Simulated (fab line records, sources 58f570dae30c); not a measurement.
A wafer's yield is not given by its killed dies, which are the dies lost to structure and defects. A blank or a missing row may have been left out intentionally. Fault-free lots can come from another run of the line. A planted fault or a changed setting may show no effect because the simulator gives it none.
One fault seen from 2 desks	flow berkeley-cmos170	every desk sees just its own numbers, and what lay behind them comes last

## AT THE METROLOGY DESK
What the gauges read, lot by lot, whatever tool the lot ran on: means of the sampled wafers that have a number. If a lot's mean is further than 4 standard deviations from the usual mean, the lot is out of limits and carries the mark OUT (the distance appears in the brackets).
Columns: A = PLDD_RS at UCB170_SDANNEAL_RS_MEAS_04, usual 1031.2 ohm/sq
lot	first seen here	A
L211	day 8 09:56	1030.4
L215	day 8 18:33	1033.7
L213	day 8 19:30	1029.2
L217	day 8 21:37	1033.8
L219	day 9 17:33	1029.8
L218	day 9 17:45	1029.4
L220	day 9 18:07	1030.5
L221	day 10 03:01	1032.3
L223	day 10 07:48	1030.2
L224	day 10 08:04	1031.0
L226	day 11 07:49	1085.6 (+21) OUT
L227	day 11 08:26	1090.2 (+23) OUT
L225	day 11 08:43	1088.8 (+22) OUT
L228	day 12 00:21	1033.8
L230	day 12 00:40	1027.4
This desk finds L225, L226, L227 out of limits, with the earliest case on L226 at day 11 07:49 (PLDD_RS at UCB170_SDANNEAL_RS_MEAS_04). L211, L215, L213, L217, L219, L218, L220, L221, L223, L224, L228, L230 stayed within limits.

## AT THE TOOL OWNER'S DESK: furnace-04
Per lot that ran on this tool, the mean of the sampled wafers carrying a number, from the tool's own readings at UCB170_SPACER_ANNEAL_02 (time 1800 s). If a lot's mean is further than 4 standard deviations from the usual mean, the lot is out of limits and carries the mark OUT (the distance appears in the brackets).
Columns: A = spike-tc-centre-C at UCB170_SPACER_ANNEAL_02, usual 902.3 C; B = spike-tc-load-C at UCB170_SPACER_ANNEAL_02, usual 924.1 C; C = spike-tc-source-C at UCB170_SPACER_ANNEAL_02, usual 923.4 C; D = tube-center-temp-C at UCB170_SPACER_ANNEAL_02, usual 900 C; E = tube_center_temp_C_max at UCB170_SPACER_ANNEAL_02, usual 902.4
lot	first seen here	A	B	C	D	E
L221	day 9 20:24	902.0	920.4	922.4	900	902.5
L223	day 10 02:00	901.7	920.8	922.6	900	901.9
L224	day 10 02:00	902.1	920.4	923.8	900	902.1
L225	day 11 00:40	885.6 (-17) OUT	905.2 (-6.8) OUT	908.9 (-8.1) OUT	885 (-99 or more) OUT	887.3 (-37) OUT
L226	day 11 00:40	887.4 (-15) OUT	905.5 (-6.6) OUT	909.1 (-7.9) OUT	885 (-99 or more) OUT	887.2 (-37) OUT
L227	day 11 00:40	887.1 (-15) OUT	905.0 (-6.8) OUT	908.4 (-8.3) OUT	885 (-99 or more) OUT	887.3 (-37) OUT
Finding of this desk: L225, L226, L227 out of limits; the first was L225 at day 11 00:40, on spike-tc-centre-C at UCB170_SPACER_ANNEAL_02. L221, L223, L224 stayed within limits.

## PUT TOGETHER
At day 11 00:40, on L225, L226, L227, the tool owner's desk was in a position to raise an alarm.
On L225, L226, L227, the metrology desk was in a position to raise an alarm at day 11 07:49.
The lots listed all ran UCB170_SPACER_ANNEAL_02 on furnace-04.

## WHAT HAD BEEN PUT IN BY THE SIMULATOR
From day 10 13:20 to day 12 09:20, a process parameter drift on furnace-04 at UCB170_SPACER_ANNEAL_02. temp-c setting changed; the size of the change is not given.
Shown lots that were struck: L225, L226, L227.
Delay (hours) between the fault's onset and each desk's first out-of-limits reading: 11 at the tool owner's desk, 18 at the metrology desk.
